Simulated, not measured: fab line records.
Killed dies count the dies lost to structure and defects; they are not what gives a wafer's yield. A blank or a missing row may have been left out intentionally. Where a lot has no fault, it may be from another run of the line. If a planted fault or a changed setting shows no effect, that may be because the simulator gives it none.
Which of the tools did it?    flow berkeley-cmos170    13 lots, 37 wafers sampled, at 6 steps of a route of 331

WHAT EACH GAUGE READ, for each wafer
UCB170_SDANNEAL_RS_MEAS_03: measurement is done with a four-point probe.
lot   measured      on             NSD_RS (ohm/sq)
L618  day 7 04:53   film-metro-03  37.20 37.14 37.14
L620  day 7 14:18   film-metro-02  37.14 37.08 37.14
L622  day 7 21:46   film-metro-01  37.35 37.45 37.37
L623  day 8 13:47   film-metro-01  37.17 37.20 37.28
L625  day 8 18:27   film-metro-01  37.13 37.15 37.15
L626  day 8 18:53   film-metro-03  37.28 37.24 37.15
L628  day 9 16:56   film-metro-01  37.44 37.34 37.30
L629  day 9 21:46   film-metro-03  37.28 37.33 37.19
L631  day 10 04:32  film-metro-01  37.31 37.36 37.34
L632  day 10 04:42  film-metro-02  37.09 37.14 37.10
L634  day 10 09:49  film-metro-03  37.31 37.31 37.34
L633  day 10 10:06  film-metro-02  37.29 37.27 37.28
L637  day 11 02:08  film-metro-03  37.30

UCB170_M1_RS_MEAS_01: measurement is done with a four-point probe.
lot   measured      on             M1_AL_RS (ohm/sq)
L618  day 7 10:16   film-metro-02  0.0471 0.0471 0.0474
L620  day 7 20:49   film-metro-03  0.0483 0.0478 0.0479
L622  day 8 04:01   film-metro-03  0.0485 0.0481 0.0489
L623  day 8 19:22   film-metro-03  0.0495 0.0497 0.0494
L625  day 9 01:41   film-metro-01  0.0488 0.0487 0.0484
L626  day 9 01:43   film-metro-03  0.0480 0.0479 0.0483
L628  day 9 22:55   film-metro-02  0.0486 0.0496 0.0498
L629  day 10 05:45  film-metro-02  0.0491 0.0486 0.0489
L631  day 10 09:49  film-metro-01  0.0495 0.0489 0.0491
L632  day 10 10:19  film-metro-01  0.0485 0.0484 0.0489
L634  day 10 15:20  film-metro-01  0.0487 0.0489 0.0484
L633  day 10 15:57  film-metro-03  0.0488 0.0488 0.0490
L637  day 11 08:57  film-metro-01  0.0484

UCB170_M2_RS_MEAS_02: measurement is done with a four-point probe.
lot   measured      on             M2_AL_RS (ohm/sq)
L618  day 7 21:03   film-metro-04  0.0316 0.0315 0.0316
L620  day 8 06:49   film-metro-01  0.0319 0.0321 0.0319
L622  day 8 15:42   film-metro-04  0.0319 0.0317 0.0319
L623  day 9 04:07   film-metro-04  0.0319 0.0324 0.0320
L625  day 9 09:54   film-metro-04  0.0310 0.0312 0.0317
L626  day 9 10:17   film-metro-03  0.0326 0.0326 0.0326
L628  day 10 09:08  film-metro-04  0.0329 0.0326 0.0326
L629  day 10 13:55  film-metro-04  0.0322 0.0326 0.0325
L631  day 10 19:04  film-metro-04  0.0325 0.0325 0.0325
L632  day 10 19:36  film-metro-01  0.0322 0.0320 0.0318
L634  day 11 00:49  film-metro-04  0.0321 0.0323 0.0328
L633  day 11 00:39  film-metro-01  0.0328 0.0329 0.0325
L637  day 11 20:14  film-metro-03  0.0349

UCB170_M2_THK_MEAS_03: measures by xrf.
lot   measured      on             M2_AL_THK (nm)
L618  day 7 21:10   film-metro-04  894 906 895
L620  day 8 06:56   film-metro-01  889 896 896
L622  day 8 15:49   film-metro-04  891 898 887
L623  day 9 04:13   film-metro-04  883 879 879
L625  day 9 10:01   film-metro-04  912 906 892
L626  day 9 10:23   film-metro-03  882 878 881
L628  day 10 09:15  film-metro-04  871 872 868
L629  day 10 14:02  film-metro-04  885 869 873
L631  day 10 19:11  film-metro-04  871 873 872
L632  day 10 19:43  film-metro-01  892 896 905
L634  day 11 00:56  film-metro-04  886 870 859
L633  day 11 00:46  film-metro-01  874 875 887
L637  day 11 20:18  film-metro-03  818

WHAT TOOL EACH LOT RAN ON (gives the tool, then ch and the chambers of the sampled wafers, and finally the start)
lot   UCB170_CONTACT_STRIP_06               UCB170_M2_SPUTTER_01
L618  plasma-asher-04 ch 0,1, day 7 08:10   pvd-sputter-01, day 7 20:58
L620  plasma-asher-04 ch 0,1, day 7 17:38   pvd-sputter-01, day 8 06:44
L622  plasma-asher-03 ch 0,1, day 8 01:48   pvd-sputter-01, day 8 15:37
L623  plasma-asher-02 ch 0,1, day 8 17:20   pvd-sputter-02, day 9 04:00
L625  plasma-asher-02 ch 0,1, day 8 23:05   pvd-sputter-02, day 9 09:49
L626  plasma-asher-04 ch 0,1, day 8 23:19   pvd-sputter-04, day 9 10:11
L628  plasma-asher-03 ch 0,1, day 9 20:38   pvd-sputter-04, day 10 09:03
L629  plasma-asher-02 ch 1, day 10 03:40    pvd-sputter-04, day 10 13:50
L631  plasma-asher-03 ch 0,1, day 10 07:44  pvd-sputter-02, day 10 18:59
L632  plasma-asher-04 ch 0,1, day 10 08:22  pvd-sputter-01, day 10 19:31
L634  plasma-asher-03 ch 0,1, day 10 13:09  pvd-sputter-01, day 11 00:44
L633  plasma-asher-04 ch 0,1, day 10 13:36  pvd-sputter-04, day 11 00:34
L637  plasma-asher-03 ch 0, day 11 06:25    pvd-sputter-01, day 11 20:05
- UCB170_CONTACT_STRIP_06: strips in O2.
- UCB170_M2_SPUTTER_01: material Al, target thk 900 nm, time 120 s.

AS READ BY THE TOOLS THEMSELVES (means over the sampled wafers that have a number; for cases with no such wafer, the mark the record gives instead)
UCB170_CONTACT_STRIP_06.
lot   tool             drypump-motor-current-A (A)  oes-product-au (a.u.)  strip-time-to-endpoint-s (s)
L618  plasma-asher-04  5.84                         0.733                  21.86
L620  plasma-asher-04  5.88                         0.736                  21.98
L622  plasma-asher-03  5.73                         0.732                  22.00
L623  plasma-asher-02  5.70                         0.739                  21.95
L625  plasma-asher-02  5.70                         0.732                  21.98
L626  plasma-asher-04  5.82                         0.729                  22.03
L628  plasma-asher-03  5.58                         0.735                  21.97
L629  plasma-asher-02  5.80                         0.732                  22.00
L631  plasma-asher-03  5.72                         0.735                  22.02
L632  plasma-asher-04  5.83                         0.740                  22.06
L634  plasma-asher-03  5.59                         0.736                  22.03
L633  plasma-asher-04  5.89                         0.734                  22.04
L637  plasma-asher-03  5.86                         0.738                  21.94

UCB170_M2_SPUTTER_01.
lot   tool            cathode-dc-power-W (W)  throttle-valve-pct (%)
L618  pvd-sputter-01  5999.3                  30.6
L620  pvd-sputter-01  5999.6                  30.7
L622  pvd-sputter-01  6000.0                  30.8
L623  pvd-sputter-02  5999.3                  30.3
L625  pvd-sputter-02  6000.7                  30.2
L626  pvd-sputter-04  6000.2                  30.1
L628  pvd-sputter-04  5999.9                  29.4
L629  pvd-sputter-04  5999.3                  29.7
L631  pvd-sputter-02  6000.0                  29.6
L632  pvd-sputter-01  5999.4                  31.0
L634  pvd-sputter-01  5999.0                  30.8
L633  pvd-sputter-04  5999.5                  30.0
L637  pvd-sputter-01  5578.7                  30.5

THE ANSWER, worked out from the rows above alone
Rule: usual is defined by the lots themselves. The widest of any qualifying gaps counts: lots, ordered by their means at a reading, are off when they make up no more than a third of the lots, leave a main group of 4 or more, and stand apart from it by 3 or more times the standard deviation of that group's means. If all means in a main group match to the digits the tables above print for the reading, that group is not used. Also off: a lot with no number at a reading for which 4 or more lots have one. The other lots that the step has rows for count as sound. After the gauges, taken in route order, come the tools' own readings; for these a lot's mean is taken, as printed above. The first step at which some lot is off is used, and at that step the reading that is off furthest; a lot without a number counts as furthest.
Off: at UCB170_M2_RS_MEAS_02 (M2_AL_RS), L637. For the main group the mean is 0.0322 ohm/sq and the standard deviation 0.00044.
A tool fits if, at a process step before that reading, it ran every lot that is off, and no sound lot after the first of them. Not tried: the gauges at UCB170_M2_RS_MEAS_02; whatever is off there is also off at UCB170_M2_SPUTTER_01, on other tools, and gauge error can't account for it. This does not decide it: 2 tools fit, namely plasma-asher-03 at UCB170_CONTACT_STRIP_06 and pvd-sputter-01 at UCB170_M2_SPUTTER_01.

WHAT HAD BEEN PUT IN BY THE SIMULATOR
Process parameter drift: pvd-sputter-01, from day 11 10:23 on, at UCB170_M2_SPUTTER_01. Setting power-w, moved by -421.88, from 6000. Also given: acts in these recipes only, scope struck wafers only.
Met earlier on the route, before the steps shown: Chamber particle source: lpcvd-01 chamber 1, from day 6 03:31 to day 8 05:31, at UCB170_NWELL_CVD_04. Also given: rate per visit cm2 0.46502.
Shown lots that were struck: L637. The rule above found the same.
